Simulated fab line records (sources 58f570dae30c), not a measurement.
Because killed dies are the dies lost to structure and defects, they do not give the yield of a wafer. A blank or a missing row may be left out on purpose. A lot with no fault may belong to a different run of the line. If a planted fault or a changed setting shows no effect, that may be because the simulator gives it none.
One fault seen from 2 desks	flow berkeley cmos170	each desk holds nothing but its own numbers, with what lay behind them at the end

## METROLOGY DESK
What the gauges read for every lot (on any tool): the sampled wafers with a number, averaged. Marked OUT: a lot whose mean sits more than 4 standard deviations from the usual mean, which makes it out of limits; the brackets give that distance.
Columns: A = PSD_RS at UCB170_SDANNEAL_RS_MEAS_02, usual 75.48 ohm/sq; B = NSD_RS at UCB170_SDANNEAL_RS_MEAS_03, usual 37.27 ohm/sq; C = PLDD_RS at UCB170_SDANNEAL_RS_MEAS_04, usual 1030.0 ohm/sq; D = NLDD_RS at UCB170_SDANNEAL_RS_MEAS_05, usual 615.8 ohm/sq; E = SILICIDE_TI_RS at UCB170_SILICIDE_RS_MEAS_02, usual 26.0 ohm/sq; F = SILICIDE_TI_THK at UCB170_SILICIDE_THK_MEAS_03, usual 30.1 nm
lot	first seen here	A	B	C	D	E	F
L986	day 8 10:55	75.81	37.30	1032.2	615.4	25.9	30.2
L988	day 8 18:45	75.63	37.18	1030.8	617.0	26.1	29.9
L991	day 9 13:44	75.45	37.36	1027.9	613.6	26.1	30.0
L993	day 9 23:17	75.00	37.28	1027.3	615.4	26.1	30.0
L992	day 9 23:50	75.19	37.28	1029.1	616.9	25.5	30.4
L100	day 11 10:18	75.10	37.25	1030.6	617.5	25.8	30.3
L108	day 12 21:28	75.43	37.42	1033.2	614.3	25.2	30.8
This desk's finding: nothing out of limits on any of the 7 lots.

## FOR THE TOOL OWNER'S DESK: rtp anneal-01
Per lot that ran on this tool, the mean of the sampled wafers carrying a number, from the tool's own readings at UCB170_SILICIDE_RTA_04 (time 15 s). Marked OUT: a lot whose mean sits more than 4 standard deviations from the usual mean, which makes it out of limits; the brackets give that distance.
Columns: A = chamber o2 ppm at UCB170_SILICIDE_RTA_04, usual 2.003; B = lamp power pct at UCB170_SILICIDE_RTA_04, usual 11.3 %; C = wafer_temp_C_max at UCB170_SILICIDE_RTA_04, usual 653.4
lot	first seen here	A	B	C
L986	day 8 11:46	1.994	10.2	652.8
L988	day 8 19:31	61.996 (+99 or more) OUT	10.2	652.7
L991	day 9 14:29	61.993 (+99 or more) OUT	10.2	653.5
L992	day 10 00:35	62.009 (+99 or more) OUT	10.2	652.7
This desk's verdict: out of limits on L988, L991, L992, starting with L988 at day 8 19:31 (chamber o2 ppm at UCB170_SILICIDE_RTA_04). L986 stayed within limits.

## BROUGHT TOGETHER
The tool owner's desk could have raised an alarm at day 8 19:31, on L988, L991, L992.
From the metrology desk's view, nothing was out of limits.
The metrology desk holds a record of L988, L991, L992, inside its limits.
On rtp anneal-01, each named lot ran UCB170_SILICIDE_RTA_04.

## WHAT THE SIMULATOR HAD INSERTED
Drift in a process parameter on rtp anneal-01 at UCB170_SILICIDE_RTA_04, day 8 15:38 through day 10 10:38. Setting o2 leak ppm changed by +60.
Shown lots that were struck: L988, L991, L992.
How many hours passed from the start of the fault until each desk's first out-of-limits reading: the tool owner's desk, 4.
